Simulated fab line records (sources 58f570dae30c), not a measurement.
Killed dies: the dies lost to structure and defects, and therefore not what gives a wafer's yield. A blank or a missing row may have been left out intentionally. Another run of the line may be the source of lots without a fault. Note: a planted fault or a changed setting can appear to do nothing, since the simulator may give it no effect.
2 desks, one fault / flow berkeley_cmos170 / each desk holds nothing but its own numbers, with what lay behind them at the end

## AT THE TOOL OWNER'S DESK: implanter-02
For each lot that ran on this tool, the mean over its sampled wafers that have a number, from the tool's own readings at UCB170_PLDD_IMPLANT_09. A lot is out of limits, marked OUT, if its mean lies more than 4 standard deviations from the usual mean; the brackets give that distance.
Columns: A = beam_on_s at UCB170_PLDD_IMPLANT_09, usual 10.03 s; B = dose_ions_cm2 at UCB170_PLDD_IMPLANT_09, usual 5e+13; C = faraday_current_uA at UCB170_PLDD_IMPLANT_09, usual 158.1
lot=L882; first seen here=day 7 16:14; A=10.27; B=5e+13; C=153.8
lot=L887; first seen here=day 8 05:22; A=10.10; B=5e+13; C=156.8
lot=L889; first seen here=day 8 20:51; A=10.06; B=5e+13; C=157.3
lot=L896; first seen here=day 10 02:27; A=10.01; B=5e+13; C=158.4
lot=L898; first seen here=day 10 09:39; A=12.40 (+12) OUT; B=7e+13 (+99 or more) OUT; C=175.1 (+5.7) OUT
lot=L899; first seen here=day 10 10:14; A=12.26 (+12) OUT; B=7e+13 (+99 or more) OUT; C=177.5 (+6.5) OUT
This desk finds L898, L899 out of limits, L898 being first, at day 10 09:39 (beam_on_s at UCB170_PLDD_IMPLANT_09). L882, L887, L889, L896: within limits.

## AT THE METROLOGY DESK
Lot by lot, what the gauges showed, no matter which tool ran the lot: averages of those sampled wafers that carry a number. A lot is out of limits, marked OUT, if its mean lies more than 4 standard deviations from the usual mean; the brackets give that distance.
Columns: A = PLDD_TW at UCB170_PLDD_TW_MEAS_11, usual 1007; B = PLDD_RS at UCB170_SDANNEAL_RS_MEAS_04, usual 1032.7 ohm/sq
lot=L882; first seen here=day 7 16:29; A=1004; B=1033.7
lot=L883; first seen here=day 7 16:37; A=1003; B=1031.7
lot=L886; first seen here=day 8 04:33; A=1013; B=1034.4
lot=L885; first seen here=day 8 05:20; A=1013; B=1034.4
lot=L887; first seen here=day 8 05:37; A=1003; B=1035.2
lot=L891; first seen here=day 8 20:59; A=1013; B=1032.7
lot=L889; first seen here=day 8 21:05; A=1014; B=1034.2
lot=L890; first seen here=day 8 21:14; A=1003; B=1030.2
lot=L894; first seen here=day 9 16:26; A=999; B=1030.7
lot=L896; first seen here=day 10 02:40; A=1013; B=1034.1
lot=L898; first seen here=day 10 09:54; A=1056 (+7.3) OUT; B=901.9 (-52) OUT
lot=L899; first seen here=day 10 10:28; A=1065 (+8.7) OUT; B=904.0 (-51) OUT
lot=L902; first seen here=day 11 01:11; A=1003; B=1031.7
lot=L904; first seen here=day 11 14:22; A=1007; B=1030.2
This desk's finding: out of limits on L898, L899; first on L898, day 10 09:54 (PLDD_TW at UCB170_PLDD_TW_MEAS_11). L882, L883, L886, L885, L887, L891, L889, L890, L894, L896, L902, L904: within limits.

## BROUGHT TOGETHER
On L898, L899, at day 10 09:39, an alarm was possible from the tool owner's desk.
L898, L899 would have let the metrology desk raise an alarm at day 10 09:54.
Of the lots named, all ran UCB170_PLDD_IMPLANT_09 on implanter-02.

## WHAT THE SIMULATOR HAD INSERTED
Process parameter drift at UCB170_PLDD_IMPLANT_09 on implanter-02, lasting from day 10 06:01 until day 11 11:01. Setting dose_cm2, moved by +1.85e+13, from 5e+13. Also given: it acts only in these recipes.
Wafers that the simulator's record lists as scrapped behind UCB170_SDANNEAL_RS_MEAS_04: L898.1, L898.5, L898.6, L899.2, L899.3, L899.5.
Lots struck among those shown: L898, L899.
Counting hours from when the fault started, the first reading out of limits came at 4 for the tool owner's desk and at 4 for the metrology desk.
